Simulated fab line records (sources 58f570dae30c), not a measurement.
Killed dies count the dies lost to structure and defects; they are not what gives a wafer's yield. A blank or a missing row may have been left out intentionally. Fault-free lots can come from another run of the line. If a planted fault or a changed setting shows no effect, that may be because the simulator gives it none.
Split-lot study | flow berkeley_cmos170 | route with 331 steps; 5 lots, 23 wafers read

== ABOUT THE SPLIT ==
At UCB170_ACTIVE_COAT_08 (resist thk 900 nm), the setting resist_thk_nm was moved away from the recipe's 900 nm on 8 of the 23 wafers read, by -4.8% to +3.1%. The other wafers ran this setting at the recipe's value.

Between the split and the reading, the file records no step.

== THE READING ==
KrF_of_ACTIVE_COAT_08.thk_nm (the simulator's own value, which no gauge read), in nm, at UCB170_ACTIVE_ETCH_15 (etches Si3N4 in CH3F/Ar/O2, stops on SiO2, target depth 242 nm, time 151 s). The file does not state a usual value for it. Average 723.5 nm, standard deviation 4.5 nm, over the 15 wafers here run with the recipe.

wafer  | tool, chamber at the split | resist_thk_nm as run, nm | against the recipe | KrF_of_ACTIVE_COAT_08.thk_nm, nm | against lot-mates on the recipe
L078.1 | litho_track-04, 0          | 856.7                    | -4.8%              | 676                              | -43.0
L078.2 | litho_track-04, 0          | 900                      | recipe             | 721.4                            | -
L078.3 | litho_track-04, 0          | 856.7                    | -4.8%              | 680.6                            | -38.4
L078.5 | litho_track-04, 0          | 900                      | recipe             | 711.2                            | -
L078.6 | litho_track-04, 0          | 900                      | recipe             | 724.5                            | -
L077.1 | litho_track-02, 0          | 900                      | recipe             | 723.3                            | -
L077.3 | litho_track-02, 0          | 900                      | recipe             | 723.5                            | -
L077.6 | litho_track-02, 0          | 900                      | recipe             | 723.9                            | -
L079.1 | litho_track-01, 0          | 900                      | recipe             | 722.2                            | -
L079.2 | litho_track-01, 0          | 870.9                    | -3.2%              | 696.7                            | -27.2
L079.3 | litho_track-01, 0          | 900                      | recipe             | 725.4                            | -
L079.4 | litho_track-01, 0          | 870.9                    | -3.2%              | 695.7                            | -28.2
L079.6 | litho_track-01, 0          | 900                      | recipe             | 724.1                            | -
L081.1 | litho_track-01, 0          | 876.6                    | -2.6%              | 703.8                            | -18.3
L081.3 | litho_track-01, 0          | 900                      | recipe             | 723.7                            | -
L081.4 | litho_track-01, 0          | 876.6                    | -2.6%              | 701.5                            | -20.6
L081.5 | litho_track-01, 0          | 900                      | recipe             | 722.7                            | -
L081.6 | litho_track-01, 0          | 900                      | recipe             | 720                              | -
L083.1 | litho_track-04, 0          | 900                      | recipe             | 724.4                            | -
L083.3 | litho_track-04, 0          | 900                      | recipe             | 731.2                            | -
L083.4 | litho_track-04, 0          | 928.2                    | +3.1%              | 759                              | +30.0
L083.5 | litho_track-04, 0          | 900                      | recipe             | 731.4                            | -
L083.6 | litho_track-04, 0          | 928.2                    | +3.1%              | 753.6                            | +24.6

THE FIT
A straight line over all 23 wafers: KrF_of_ACTIVE_COAT_08.thk_nm changes by +9.35 nm for each +1% of resist_thk_nm; r = +0.98; the points scatter about the line by 4.2 nm.
The same after taking each lot's own level away (the mean of its wafers on the recipe; 23 wafers): +8.44 nm for each +1%; r = +0.99; scatter 2.9 nm.
According to that fit, moving resist_thk_nm by its largest amount changes the reading by 41 nm.
Measured against the standard deviation above, the lots' own levels, which go from 719.03 to 729.00 nm, span 2.2 times it.
So the lot-to-lot level changes the slope: the two fits differ.
Check: -39.6 nm against its lot-mates is what the line predicts for one of the wafers moved furthest among these (-4.8%) when that wafer is left out of the fit. Against them it came out at -43 nm.

== OTHER SPLITS ON THESE WAFERS ==
These wafers also went through other splits before the reading. Each is held against what the fit with the lots' levels taken away leaves over:
other split on the same wafers     | wafers away from the commonest value | r with KrF_of_ACTIVE_COAT_08.thk_nm (lot level and that fit taken away)
UCB170_NWELL_CVD_04 pressure_mtorr | 18                                   | +0.01
UCB170_NWELL_DEVELOP_11 dev_temp_c | 10                                   | +0.00
UCB170_PWELL_CVD_05 pressure_mtorr | 18                                   | +0.07
UCB170_PWELL_IMPLANT_15 energy_kev | 11                                   | +0.05

== THE WHOLE CHAIN: every reading that the file lists as answering this split, in the file's order ==
step                   | what it does                                                               | reading                                                                       | change (the file's fit)              | r (the file's)
UCB170_ACTIVE_COAT_08  | resist thk 900 nm                                                          | KrF_of_ACTIVE_COAT_08.thk_nm (the simulator's own value, which no gauge read) | +8.95 nm for each +1% of the setting | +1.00
UCB170_ACTIVE_ETCH_15  | etches Si3N4 in CH3F/Ar/O2, stops on SiO2, target depth 242 nm, time 151 s | KrF_of_ACTIVE_COAT_08.thk_nm (the simulator's own value, which no gauge read) | +8.41 nm for each +1% of the setting | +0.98
UCB170_ACTIVE_STRIP_16 | strips in O2                                                               | strip_time_to_endpoint_s                                                      | withheld for each +1% of the setting | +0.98

== THE FILE'S OWN FIT ==
KrF_of_ACTIVE_COAT_08.thk_nm changes by +8.41 nm for each +1% of resist_thk_nm, r = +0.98.
